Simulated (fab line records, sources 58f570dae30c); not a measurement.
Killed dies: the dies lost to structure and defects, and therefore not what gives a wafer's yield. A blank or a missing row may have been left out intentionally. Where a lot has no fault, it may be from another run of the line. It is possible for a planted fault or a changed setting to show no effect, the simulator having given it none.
Which tool was responsible? -- flow berkeley_cmos170 -- 14 lots, 42 wafers sampled, at 3 steps of a route of 331

WHAT EACH GAUGE READ, for each wafer
UCB170_PFIELD_OVL_MEAS_06. Usual: for PFIELD_OVL the level is 3 nm and the standard deviation is 5.4.
lot,measured,on,PFIELD_OVL (nm),flag
L855,day 4 22:01,overlay-02,12 9 11,
L856,day 4 22:17,overlay-02,4 2 9,
L858,day 4 22:40,overlay-02,1 4 -1,
L857,day 4 22:57,overlay-02,3 3 3,
L859,day 5 05:23,overlay-02,8 10 11,
L860,day 5 12:39,overlay-01,0 8 9,
L862,day 6 00:57,overlay-01,-10 -8 -5,
L869,day 7 05:20,overlay-02,-5 -1 -4,
L868,day 7 05:39,overlay-01,6 5 5,
L867,day 7 05:56,overlay-02,0 -12 -1,
L871,day 7 13:14,overlay-02,6 -1 -4,
L874,day 7 18:52,overlay-02,-1 1 -9,
L876,day 8 10:31,overlay-01,7 3 1,
L875,day 8 10:47,overlay-01,11 11 -3,

UCB170_FIELD_THK_MEAS_02. Usual: for FIELD_OXIDE_THK the level is 557 nm and the standard deviation is 13.
lot,measured,on,FIELD_OXIDE_THK (nm),flag
L855,day 5 03:01,film_metro-04,536 539 531,
L856,day 5 03:05,film_metro-04,537 539 545,
L858,day 5 03:04,film_metro-02,554 549 559,
L857,day 5 03:05,film_metro-03,548 548 553,
L859,day 5 11:09,film_metro-03,568 569 560,
L860,day 5 16:49,film_metro-02,566 561 568,
L862,day 6 07:26,film_metro-04,539 552 544,
L869,day 7 11:10,film_metro-03,555 564 568,
L868,day 7 11:10,film_metro-04,559 563 547,
L867,day 7 11:11,film_metro-02,553 551 556,
L871,day 7 18:07,film_metro-02,576 568 564,
L874,day 7 22:22,film_metro-04,573 572 570,
L876,day 8 17:44,film_metro-04,545 545 546,
L875,day 8 17:42,film_metro-02,547 548 543,

UCB170_NVT_OVL_MEAS_06. Usual: for NVT_OVL the level is 4 nm and the standard deviation is 4.7.
lot,measured,on,NVT_OVL (nm),flag
L855,day 5 19:40,overlay-02,1 9 -8,
L856,day 5 19:34,overlay-01,3 1 5,
L858,day 5 19:33,overlay-02,6 4 0,
L857,day 5 19:52,overlay-01,6 0 1,
L859,day 6 08:55,overlay-02,1 4 5,
L860,day 6 18:01,overlay-02,2 5 8,
L862,day 7 03:12,overlay-01,8 6 7,
L869,day 8 10:55,overlay-02,3 2 0,
L868,day 8 11:22,overlay-02,5 7 7,
L867,day 8 11:11,overlay-01,1 2 0,
L871,day 8 16:01,overlay-02,9 5 5,
L874,day 8 23:44,overlay-02,10 -2 1,
L876,day 9 20:29,overlay-02,2 1 10,
L875,day 9 20:17,overlay-01,3 2 0,

WHICH TOOL RAN EACH LOT (tool, then ch and the chambers of the sampled wafers, then the start)
No process step before these readings appears in the record.

WHAT THE TOOLS THEMSELVES READ (means of the sampled wafers that have a number; where no wafer has one, the mark that the record gives instead)
The record holds no such reading with a usual standard deviation.

THE ANSWER, worked out from the rows above alone
Rule: a lot counts as off when the mean over its wafers that have a number is more than 3 standard deviations away from the usual mean. Also off: a lot with no number at a reading for which 4 or more lots have one. All remaining lots with rows at the step are treated as sound. First the gauges in route order, then the tools' own readings, where a lot's mean is used as printed above. The first step at which some lot is off is used, and at that step the reading that is off furthest; a lot without a number counts as furthest.
No lot is off on any of the readings shown, so nothing can be concluded from this.

WHAT HAD BEEN PUT IN BY THE SIMULATOR
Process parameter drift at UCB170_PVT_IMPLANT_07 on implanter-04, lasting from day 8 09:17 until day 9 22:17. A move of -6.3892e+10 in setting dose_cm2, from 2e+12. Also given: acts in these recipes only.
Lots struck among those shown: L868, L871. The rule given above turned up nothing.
